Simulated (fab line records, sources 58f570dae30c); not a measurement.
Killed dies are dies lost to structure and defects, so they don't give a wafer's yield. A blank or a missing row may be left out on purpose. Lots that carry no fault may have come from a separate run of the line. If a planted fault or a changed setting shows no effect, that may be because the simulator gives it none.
Tool commonality check | flow berkeley_cmos170 | 11 lots, 33 wafers sampled

== WHY IT WAS OPENED ==
At UCB170_NLDD_OVL_MEAS_07 the reading NLDD_OVL is flagged on 4 of 11 lots. No-fault wafers: -1 nm, standard deviation 6.6.
Rule: a lot is flagged in two cases, either no wafer of it has a number, or all its wafers with numbers fall more than 4 standard deviations from that mean. The other lots count as sound.

lot  | measured     | on         | NLDD_OVL (nm), wafer by wafer | flag
L906 | day 6 22:02  | overlay-01 | 7 9 14                        |
L907 | day 6 22:19  | overlay-01 | 2 -5 -3                       |
L910 | day 7 08:11  | overlay-01 | -10 -7 -12                    |
L913 | day 7 20:54  | overlay-02 | -4 -4 1                       |
L912 | day 7 21:30  | overlay-01 | 321 328 319                   | FLAGGED
L911 | day 7 21:37  | overlay-02 | 318 316 319                   | FLAGGED
L914 | day 8 11:03  | overlay-01 | 311 320 309                   | FLAGGED
L915 | day 8 20:35  | overlay-01 | 316 314 313                   | FLAGGED
L925 | day 10 06:53 | overlay-01 | 9 4 3                         |
L928 | day 10 13:06 | overlay-02 | 8 15 8                        |
L927 | day 10 13:35 | overlay-02 | 3 0 2                         |
On average the flagged lots' numbers are 317 nm, which is +318 nm against the usual, or +48 standard deviations.

== WHICH TOOL RAN EACH LOT ==
The record holds 3 process steps before the reading, out of a route of 331 steps. Read each cell as the tool, then ch plus the chambers that the sampled wafers visited, then the start.
lot  | flag    | UCB170_GATE_ETCH_15              | UCB170_GATE_STRIP_16                 | UCB170_NLDD_EXPOSE_03
L906 |         | rie_si-02 ch 0,2,3, day 6 18:04  | plasma_asher-01 ch 0,1, day 6 18:07  | krf_scanner-01 ch 0, day 6 21:11
L907 |         | rie_si-01 ch 1,2,3, day 6 18:20  | plasma_asher-04 ch 0,1, day 6 18:23  | krf_scanner-02 ch 0, day 6 21:46
L910 |         | rie_si-01 ch 2,3, day 7 04:14    | plasma_asher-01 ch 0,1, day 7 04:17  | krf_scanner-02 ch 0, day 7 07:26
L913 |         | rie_si-01 ch 1,3, day 7 14:26    | plasma_asher-04 ch 0,1, day 7 14:31  | krf_scanner-01 ch 0, day 7 19:47
L912 | FLAGGED | rie_si-01 ch 0,1, day 7 14:56    | plasma_asher-02 ch 1, day 7 14:59    | krf_scanner-02 ch 0, day 7 20:21
L911 | FLAGGED | rie_si-02 ch 1,3, day 7 14:43    | plasma_asher-01 ch 0,1, day 7 14:45  | krf_scanner-02 ch 0, day 7 20:52
L914 | FLAGGED | rie_si-02 ch 0,1,2, day 8 07:43  | plasma_asher-01 ch 0, day 8 07:46    | krf_scanner-02 ch 0, day 8 10:30
L915 | FLAGGED | rie_si-01 ch 0,1, day 8 16:12    | plasma_asher-01 ch 0,1, day 8 16:15  | krf_scanner-02 ch 0, day 8 19:05
L925 |         | rie_si-01 ch 0,1,2, day 10 01:37 | plasma_asher-04 ch 0,1, day 10 01:40 | krf_scanner-01 ch 0, day 10 05:42
L928 |         | rie_si-01 ch 1,2,3, day 10 09:34 | plasma_asher-01 ch 0,1, day 10 09:37 | krf_scanner-01 ch 0, day 10 12:34
L927 |         | rie_si-01 ch 0,1,2, day 10 09:58 | plasma_asher-01 ch 0,1, day 10 10:01 | krf_scanner-01 ch 0, day 10 13:04
What is done by these steps:
- UCB170_GATE_ETCH_15: etches poly-Si in HBr/Cl2, stops on SiO2, time 56.3 s, target depth 278.2 nm.
- UCB170_GATE_STRIP_16: strips in O2.
- UCB170_NLDD_EXPOSE_03: exposes mask NSELECT, target cd 1200 nm.
- UCB170_NLDD_OVL_MEAS_07

== FLAGGED OVER TOTAL, TOOL BY TOOL (the gauges that took the reading come last) ==
step                    | tool            | lots run | flagged | share of the flagged lots | sound lots run after its first flagged lot
UCB170_GATE_ETCH_15     | rie_si-01       | 8        | 2       | some                      | 3 (L925,L928,L927)
UCB170_GATE_ETCH_15     | rie_si-02       | 3        | 2       | some                      | 0
UCB170_GATE_STRIP_16    | plasma_asher-01 | 7        | 3       | some                      | 2 (L928,L927)
UCB170_GATE_STRIP_16    | plasma_asher-02 | 1        | 1       | some                      | 0
UCB170_GATE_STRIP_16    | plasma_asher-04 | 3        | 0       | none                      | -
UCB170_NLDD_EXPOSE_03   | krf_scanner-01  | 5        | 0       | none                      | -
UCB170_NLDD_EXPOSE_03   | krf_scanner-02  | 6        | 4       | all                       | 0
UCB170_NLDD_OVL_MEAS_07 | overlay-01      | 7        | 3       | some                      | 1 (L925)
UCB170_NLDD_OVL_MEAS_07 | overlay-02      | 4        | 1       | some                      | 2 (L928,L927)

== THE TABLE: WHAT IT ALLOWS ==
Rows of the table that ran each flagged lot: 1, that is krf_scanner-02 at UCB170_NLDD_EXPOSE_03.
- krf_scanner-02 at UCB170_NLDD_EXPOSE_03: 4 of its 6 lots flagged. Its last sound lot is L910 (day 7 07:26), its first flagged lot L912 (day 7 20:21): a fault that began between those two fits.
What remains is a single tool, krf_scanner-02 at UCB170_NLDD_EXPOSE_03.

== WHAT THE SIMULATOR HAD PUT IN ==
Scanner matching overlay: krf_scanner-02, from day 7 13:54 on, at UCB170_NLDD_EXPOSE_03. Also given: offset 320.
Shown lots that were struck: L912, L911, L914, L915. The rule above found the same.
